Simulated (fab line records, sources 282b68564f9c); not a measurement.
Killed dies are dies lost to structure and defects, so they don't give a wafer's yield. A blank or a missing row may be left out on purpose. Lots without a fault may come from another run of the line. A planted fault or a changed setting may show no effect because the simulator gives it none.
fab line records | flow rit_cmos
record lots=15 wafers=45 last_day=7
route steps=202 shown NRETRO@59 GATE@83 NLDD@108 PLDD@120
lots that met no fault: from a run of the same line without faults
start_h: hours from the record's first day to the start of the lot's first wafer shown | wait_h: hours since the lot's step before | " the same as in the row above | L1.1+2: a row that stands for several wafers | - no value, or no start given | * or withheld: withheld | < > ~ a bound
route shown NAME@n: a module of which the file shows steps, and the number in the route of the first | usual: mean/standard deviation of fault-free wafers | same: alike in all rows | chamber/n: place in a boat | sites: the reading at each site | _std_site: their standard deviation | _edge_site: outer sites' mean less inner sites' | radius_mm: how far each site lies from the wafer's centre | mask NAME#n: copy n | behind: the tool/chamber that last shaped the wafer | hold: why the lot was held/for how many hours/how that ended | device: the transistor (n, p or np) that didn't switch | end of line: the same wafers' tests at the end of the route | a step without rows: its recipe alone | killed: dies lost to structure and defects at the first sort, not the wafer's yield | map: a wafer's dies, x killed, . not, _ none there
set.NAME: the setting as run; set.NAME@STEP: as run at that earlier step | model.NAME: the simulator's own value behind a step, which no gauge read
steps of the route over a sample of lots; a table a step, a row a wafer
## steps
# step RIT_NRETRO_OVL_MEAS_06
# usual NRETRO_OVL=0.2/1.5
# columns lot.wafer tool chamber start_h wait_h NRETRO_OVL[nm]
L534.2 overlay-02 - 28.71 - -1.0
L534.4 " - " " 1.4
L534.5 " - " " -1.2
L536.1 overlay-02 - 40.12 - -1.5
L536.4 " - " " 2.7
L536.6 " - " " 0.3
L539.1 overlay-02 - 54.68 - 1.5
L539.3 " - " " 1.4
L539.4 " - " " 3.5
L540.1 overlay-02 - 59.61 - 1.5
L540.2 " - " " 0.6
L540.3 " - " " 2.1
L541.2 overlay-02 - 68.39 - 1.4
L541.3 " - " " 1.7
L541.4 " - " " 0.7
L542.1 overlay-01 - 72.07 - 0.2
L542.2 " - " " 0.2
L542.6 " - " " -0.6
L544.1 overlay-02 - 80.39 - 1.6
L544.3 " - " " 2.4
L544.6 " - " " 2.6
L546.2 overlay-01 - 88.83 - -0.6
L546.4 " - " " -3.1
L546.5 " - " " -1.3
L547.4 overlay-01 - 94.61 - 0.9
L547.5 " - " " -0.6
L547.6 " - " " -1.9
L551.1 overlay-01 - 113.80 - -2.0
L551.2 " - " " -3.2
L551.6 " - " " -1.5
L552.1 overlay-01 - 119.65 - 2.4
L552.3 " - " " 0.5
L552.4 " - " " 0.9
L553.1 overlay-02 - 124.81 - -0.5
L553.2 " - " " 1.2
L553.4 " - " " 0.0
L554.2 overlay-02 - 129.83 - -0.6
L554.5 " - " " -2.4
L554.6 " - " " -0.9
L556.1 overlay-02 - 138.88 - 1.0
L556.5 " - " " -1.3
L556.6 " - " " -0.5
L557.2 overlay-02 - 143.76 - -0.3
L557.3 " - " " 1.6
L557.4 " - " " 0.5
# step RIT_GATE_THK_MEAS_07
# recipe reads=SiO2_of_GATE_OXIDATION_05
# usual GATE_OXIDE_THK=3.03/0.07
# columns lot.wafer tool chamber start_h wait_h GATE_OXIDE_THK[nm]
L534.2 film_metro-01 - 33.00 0.0 3.07
L534.4 " - " " 3.02
L534.5 " - " " 3.01
L536.1 film_metro-02 - 44.14 0.0 3.13
L536.4 " - " " 3.07
L536.6 " - " " 3.13
L539.1 film_metro-02 - 61.36 0.0 3.12
L539.3 " - " " 3.12
L539.4 " - " " 3.07
L540.1 film_metro-04 - 64.62 0.0 3.05
L540.2 " - " " 3.12
L540.3 " - " " 3.04
L541.2 film_metro-02 - 73.04 0.0 3.07
L541.3 " - " " 3.08
L541.4 " - " " 3.00
L542.1 film_metro-01 - 76.28 0.0 3.08
L542.2 " - " " 2.99
L542.6 " - " " 3.04
L544.1 film_metro-04 - 84.41 0.0 3.04
L544.3 " - " " 3.00
L544.6 " - " " 3.01
L546.2 film_metro-01 - 93.15 0.0 2.99
L546.4 " - " " 3.05
L546.5 " - " " 3.04
L547.4 film_metro-02 - 99.92 0.0 3.06
L547.5 " - " " 3.01
L547.6 " - " " 2.98
L551.1 film_metro-01 - 117.97 0.0 3.06
L551.2 " - " " 3.04
L551.6 " - " " 2.95
L552.1 film_metro-04 - 123.75 0.0 3.00
L552.3 " - " " 3.05
L552.4 " - " " 2.92
L553.1 film_metro-01 - 129.64 0.0 2.93
L553.2 " - " " 2.99
L553.4 " - " " 2.92
L554.2 film_metro-01 - 133.93 0.0 3.02
L554.5 " - " " 3.07
L554.6 " - " " 2.97
L556.1 film_metro-02 - 142.90 0.0 3.17
L556.5 " - " " 3.12
L556.6 " - " " 3.06
L557.2 film_metro-01 - 148.39 0.0 2.98
L557.3 " - " " 2.88
L557.4 " - " " 2.89
# step RIT_NLDD_DEVELOP_05
# recipe resist=NOVOLAK develop_time_s=50 dev_temp_c=23
# usual chill_plate_temp_C=23.01/0.11 develop_time_s=50/0
# columns lot.wafer tool chamber start_h wait_h chill_plate_temp_C develop_time_s
L534.2 litho_track-01 0 40 - 22.99 50
L534.4 " 0 " " 22.98 50
L534.5 " 0 " " 23.06 50
L536.1 litho_track-02 0 52 - 22.98 50
L536.4 " 0 " " 23.03 50
L536.6 " 0 " " 23.05 50
L539.1 litho_track-01 0 70 - 22.82 50
L539.3 " 0 " " 22.91 50
L539.4 " 0 " " 22.78 50
L540.1 litho_track-03 0 72 - 23.09 50
L540.2 " 0 " " 23.04 50
L540.3 " 0 " " 23.14 50
L541.2 litho_track-02 0 81 - 22.86 50
L541.3 " 0 " " 23.16 50
L541.4 " 0 " " 22.93 50
L542.1 litho_track-03 0 83 - 23.07 50
L542.2 " 0 " " 23.03 50
L542.6 " 0 " " 23.02 50
L544.1 litho_track-02 0 91 - 23.11 50
L544.3 " 0 " " 23.05 50
L544.6 " 0 " " 23.01 50
L546.2 litho_track-01 0 100 - 22.98 50
L546.4 " 0 " " 22.97 50
L546.5 " 0 " " 23.25 50
L547.4 litho_track-02 0 107 - 23.01 50
L547.5 " 0 " " 23.15 50
L547.6 " 0 " " 23.06 50
L551.1 litho_track-03 0 126 - 23.07 50
L551.2 " 0 " " 22.99 50
L551.6 " 0 " " 22.93 50
L552.1 litho_track-01 - 131 - - -
L552.3 " - " " - -
L552.4 " - " " - -
L553.1 litho_track-02 - 136 - - -
L553.2 " - " " - -
L553.4 " - " " - -
L554.2 litho_track-02 - 141 - - -
L554.5 " - " " - -
L554.6 " - " " - -
L556.1 litho_track-03 0 153 - 22.91 50
L556.5 " 0 " " 22.86 50
L556.6 " 0 " " 23.00 50
L557.2 litho_track-02 0 157 - 22.93 50
L557.3 " 0 " " 22.93 50
L557.4 " 0 " " 22.79 50
# step RIT_PLDD_OVL_MEAS_06
# usual PLDD_OVL=-0.6/1.5
# columns lot.wafer tool chamber start_h wait_h PLDD_OVL[nm]
L534.2 overlay-01 - 42.52 - 0.5
L534.4 " - " " 1.3
L534.5 " - " " 1.4
L536.1 overlay-01 - 54.39 - 0.4
L536.4 " - " " -0.8
L536.6 " - " " 1.3
L539.1 overlay-01 - 71.56 - -1.8
L539.3 " - " " -2.0
L539.4 " - " " -2.2
L540.1 overlay-02 - 74.29 - -0.2
L540.2 " - " " -1.3
L540.3 " - " " 0.2
L541.2 overlay-01 - 83.11 - 3.2
L541.3 " - " " -0.3
L541.4 " - " " 1.6
L542.1 overlay-02 - 84.95 - 0.0
L542.2 " - " " -1.3
L542.6 " - " " 0.0
L544.1 overlay-02 - 93.20 - -0.9
L544.3 " - " " -0.7
L544.6 " - " " 0.8
L546.2 overlay-01 - 102.00 - -3.6
L546.4 " - " " -2.4
L546.5 " - " " -3.1
L547.4 overlay-02 - 108.89 - -0.7
L547.5 " - " " -1.5
L547.6 " - " " -0.8
L551.1 overlay-01 - 128.07 - -1.0
L551.2 " - " " -0.5
L551.6 " - " " -0.4
L552.1 overlay-01 - 133.03 - -1.1
L552.3 " - " " -1.0
L552.4 " - " " -1.3
L553.1 overlay-02 - 138.51 - -0.1
L553.2 " - " " -2.1
L553.4 " - " " -1.4
L554.2 overlay-01 - 143.41 - 0.3
L554.5 " - " " -0.4
L554.6 " - " " 0.8
L556.1 overlay-01 - 155.01 - -2.9
L556.5 " - " " -3.0
L556.6 " - " " -3.9
L557.2 overlay-02 - 159.42 - -1.0
L557.3 " - " " -2.3
L557.4 " - " " 0.3
## key
first_sign step=RIT_NLDD_DEVELOP_05 reading=tool_record direction=missing
effect none on later readings
met_at RIT_NLDD_DEVELOP_05
struck_lots L552,L553,L554
sort_left_out L552.1,L552.3,L552.4,L553.1,L553.2,L553.4,L554.2,L554.5,L554.6
tester_left_out L552,L553,L554
not_acting_at RIT_NRETRO_OVL_MEAS_06,RIT_GATE_THK_MEAS_07,RIT_PLDD_OVL_MEAS_06
onset_between 107 131
fault kind=skipped_step_whole tool=litho_track-01,litho_track-02 chamber=- onset_h=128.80 steps=RIT_NLDD_DEVELOP_05 scope=struck_lots_only
# tester_left_out: of these lots the tester's yield and bins aren't shown, on N5 and GAA mostly nor the transistor test; their killed dies are dies lost to structure and defects alone, not to doping, threshold or leakage, so they don't give the yield
# sort_left_out: the simulated sort isn't trusted on such a fault, so these wafers' sort isn't shown, and their yield isn't known
